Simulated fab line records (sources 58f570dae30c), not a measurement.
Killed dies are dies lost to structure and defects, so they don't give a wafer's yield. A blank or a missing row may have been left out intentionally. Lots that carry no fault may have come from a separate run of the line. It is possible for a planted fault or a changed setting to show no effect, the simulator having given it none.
A struck lot beside a sound one	flow berkeley cmos170	22 steps out of a route of 331
Sound: the wafers L543.2, L543.5, L543.6. Wafers L537.2, L537.4, L537.6 were the ones struck. The cause is named last.
At each step with rows: each side's tool, then ch and its chambers, then its first start. Under that, the readings that differ: sound wafers	struck wafers	difference of the means	sigmas: that difference in standard deviations of wafers without a fault.
alike: same words and numbers on both sides, and readings whose means sit less than 2 such deviations apart. not compared: any withheld reading, any reading some wafer has no value for, any bound like >300 that may hide the same value, and any number with overlapping values for which the record gives no deviation.
Wherever a step has rows on one side only, a row that says differs or no value, or a row with sigmas, the two part there. Non-overlapping numbers with no deviation appear without sigmas and do not part them. A reading missing from all wafers of one side parts the sides only when that side holds two or more wafers.

UCB170_NWELL_ETCH_13: etches Si3N4 in CH3F/Ar/O2, stops on SiO2, target depth 246.4 nm, time 154 s.
  sound on rie diel-02 ch 1,2, day 5 14:56; struck on rie diel-03 ch 0,3, day 4 13:59
  alike: drypump motor current A, mfc ar sccm, oes product au, throttle valve pct
  not compared: rf hours counter h
next, for these wafers, 1 step has no rows: UCB170_NWELL_IMPLANT_14.
UCB170_NWELL_STRIP_15: strips in O2.
  sound on plasma asher-01 ch 0,1, day 5 15:11; struck on plasma asher-01 ch 1, day 4 14:14
  alike: drypump motor current A, oes product au, strip time to endpoint s
  not compared: rf hours counter h
UCB170_NWELL_TW_MEAS_16:
  sound: film metro-04 at day 5 15:18; struck: film metro-01 at day 4 14:21
reading	sound	struck	difference	sigmas
NWELL_TW	1270 1257 1270	1247 1247 1237	-22	-2
then, 6 steps without rows for these wafers: UCB170_NWELL_CLEAN_17 (cleans in SPM, time 600 s); UCB170_NWELL_WET_ETCH_18 (etches Si3N4 in H3PO4, time 14400 s); UCB170_NWELL_WET_ETCH_19 (etches SiO2 in BOE, time 22 s); UCB170_PWELL_CLEAN_00 (cleans in SPM, time 600 s); UCB170_PWELL_CLEAN_01 (cleans in dHF, time 60 s); UCB170_PWELL_OXIDATION_02 (target thk 26.4 nm, ox time 1260 s).
UCB170_PWELL_THK_MEAS_03:
  sound: film metro-02 at day 5 22:26; struck: film metro-04 at day 5 01:16
  alike: PWELL_OXIDE_THK
then, 1 step without rows for these wafers: UCB170_PWELL_ANNEAL_04 (time 900 s).
UCB170_PWELL_CVD_05: deposits Si3N4 from SiH2Cl2/NH3, target thk 220 nm, time 3300 s.
  sound on lpcvd-01 ch 0, day 6 01:59; struck on lpcvd-02 ch 0, day 5 05:23
reading	sound	struck	difference	sigmas
spike tc centre C (C)	800.0 800.6 801.9	820.4 818.2 821.2	+19.1	+15
spike tc load C (C)	826.1 825.4 824.0	842.4 841.2 840.6	+16.2	+10
spike tc source C (C)	820.5 819.8 821.0	841.1 841.3 842.1	+21.1	+10
susceptor temp C (C)	799.8 799.9 800.4	818.3 818.0 818.1	+18.1	+49
model.Si3N4_of_PWELL_CVD_05.thk nm (nm)	224.9 222.8 223.2	302.7 304.1 302.2	+79.4	
UCB170_PWELL_THK_MEAS_06:
  sound: film metro-01 at day 6 03:55; struck: film metro-04 at day 5 08:30
reading	sound	struck	difference	sigmas
PWELL_NITRIDE_THK (nm)	224.9 222.6 223.1	302.6 304.0 302.2	+79.4	+33
  not compared: hold
then, 5 steps without rows for these wafers: UCB170_PWELL_COAT_08 (resist thk 900 nm); UCB170_PWELL_SOFTBAKE_09 (time 60 s); UCB170_PWELL_EXPOSE_10 (exposes mask PWELL, target cd 3000 nm); UCB170_PWELL_PEB_11; UCB170_PWELL_DEVELOP_12 (develop time 45 s).
UCB170_PWELL_OVL_MEAS_13:
  sound: overlay-02 at day 6 04:49; struck: overlay-02 at day 5 15:20
reading	sound	struck	difference	sigmas
PWELL_OVL (nm)	1 12 15	-3 -4 -2	-12	-2
UCB170_PWELL_ETCH_14: etches Si3N4 in CH3F/Ar/O2, stops on SiO2, target depth 242 nm, time 151 s.
  sound on rie diel-03 ch 0,2,3, day 6 04:50; struck on rie diel-03 ch 0,2, day 5 15:22
reading	sound	struck	difference	sigmas
oes product au (a.u.)	0.948 0.944 0.941	0.977 0.990 0.981	+0.038	+3
model.etch.depth nm (nm)	224.9 222.8 223.2	234.6 241.6 235.6	+13.6	
  alike: drypump motor current A, mfc ar sccm, throttle valve pct
  not compared: rf hours counter h
next, for these wafers, 1 step has no rows: UCB170_PWELL_IMPLANT_15.

## WHERE THEY PART
At UCB170_NWELL_TW_MEAS_16 first; at UCB170_PWELL_ETCH_14 last (within this record only).

WHY: what had been put in by the simulator
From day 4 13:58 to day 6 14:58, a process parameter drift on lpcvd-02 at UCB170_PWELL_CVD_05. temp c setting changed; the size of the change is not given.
